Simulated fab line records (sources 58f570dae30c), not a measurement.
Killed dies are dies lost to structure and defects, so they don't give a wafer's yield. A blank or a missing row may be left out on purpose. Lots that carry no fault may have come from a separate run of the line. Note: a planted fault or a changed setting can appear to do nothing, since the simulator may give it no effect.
Chamber matching ; flow berkeley-cmos170 ; 4 sister chambers for UCB170_V1_CMP_02 on cmp-02
The step polishes SiO2. 8 wafers are shown with their chamber, then 8 later ones without.

== WAFERS WITH THEIR CHAMBER ==
wafer;chamber;motor-current-A (A)
L698.2;0;14.6
L700.5;2;16.2
L701.2;3;16.9
L701.5;0;14.1
L713.1;2;15.5
L713.2;1;13.8
L713.6;3;17.5
L712.1;1;14.0

== WAFERS WITH NO CHAMBER GIVEN ==
wafer;motor-current-A (A)
L712.3;15.7
L712.4;15.0
L714.1;16.4
L714.5;15.3
L714.6;17.7
L716.2;13.8
L716.4;17.0
L716.6;14.8

== CHAMBER TAKEN BY EACH ==
wafer;from the rows above;in truth
L712.3;2;2
L712.4;can't be placed: 0 or 2 or 1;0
L714.1;can't be placed: 2 or 3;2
L714.5;can't be placed: 2 or 0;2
L714.6;3;3
L716.2;can't be placed: 1 or 0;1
L716.4;3;3
L716.6;can't be placed: 0 or 1 or 2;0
Correctly placed: 3 of 8. Unplaceable from these rows: 5, with the true chamber sitting among the candidates in 5. 0 placed wrongly.
How it was worked out, from the rows above alone: a wafer's distance from a chamber is the root of the sum, over the readings, of the square of ((its reading less the chamber's mean) divided by the reading's scatter). If the next closest chamber is less than 2 further off than the closest, the wafer can't be placed; otherwise it belongs to the closest. The mean given for a chamber averages the wafers shown for that chamber. The scatter: take each reading less its chamber's mean, square it, sum over the shown wafers, divide by the number of wafers less the number of chambers, and take the root.
